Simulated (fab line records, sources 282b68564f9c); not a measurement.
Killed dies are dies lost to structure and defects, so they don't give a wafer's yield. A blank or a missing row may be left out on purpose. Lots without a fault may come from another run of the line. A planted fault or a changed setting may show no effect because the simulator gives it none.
Which tool did it? | flow rit_cmos | 6 lots, 18 wafers sampled, at 2 steps of a route of 202

WHAT THE GAUGES READ, wafer by wafer
RIT_SDANNEAL_RS_MEAS_07: measures by four-point-probe.
lot  | measured    | on            | NLDD_RS (ohm/sq)
L190 | day 3 07:38 | film_metro-04 | 156.1 155.6 155.2
L192 | day 3 16:47 | film_metro-02 | 154.4 154.2 154.1
L194 | day 4 03:19 | film_metro-02 | 155.4 155.0 155.3
L202 | day 5 19:56 | film_metro-04 | - - -
L204 | day 6 04:23 | film_metro-02 | - - -
L210 | day 7 11:23 | film_metro-03 | 154.4 154.4 154.3

WHICH TOOL RAN EACH LOT (tool, then ch and the chambers of the sampled wafers, then the start)
lot  | RIT_NLDD_IMPLANT_08
L190 | implanter-02 ch 0, day 2 23:23
L192 | implanter-01 ch 0, day 3 08:34
L194 | implanter-01 ch 0, day 3 18:01
L202 | implanter-04 ch 0, day 5 11:34
L204 | implanter-04 ch 0, day 5 20:08
L210 | implanter-02 ch 0, day 7 03:11
- RIT_NLDD_IMPLANT_08

THE ANSWER, worked out from the rows above alone
Rule: what is usual is taken from the lots themselves. Put in order of their means at a reading, lots are off if they are a third of the lots or fewer, leave a main group of 4 or more, and stand apart from it by a gap of 3 or more times the standard deviation of the main group's means; of several such gaps the widest counts. A main group whose means are all the same, to the digits that the tables above print for the reading, isn't used. A lot without any number at a reading at which 4 lots or more have one is off too. The other lots that the step has rows for count as sound.
Off: L202, L204, at RIT_SDANNEAL_RS_MEAS_07 (NLDD_RS). Without a number there: L202, L204. The main group: mean 154.9 ohm/sq, standard deviation 0.59.
A tool fits if, at a process step before that reading, it ran every lot that is off, and no sound lot after the first of them. The gauges at RIT_SDANNEAL_RS_MEAS_07 are tried like those tools. One fits: implanter-04 at RIT_NLDD_IMPLANT_08. It ran no sound lot before its first lot that is off in this sample, so the start can't be narrowed down.

WHAT THE SIMULATOR HAD PUT IN
Process parameter drift: implanter-04, from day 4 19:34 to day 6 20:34, at RIT_NLDD_IMPLANT_08. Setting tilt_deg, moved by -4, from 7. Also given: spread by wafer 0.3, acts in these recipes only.
Lots struck among those shown: L202, L204. The rule above found the same.
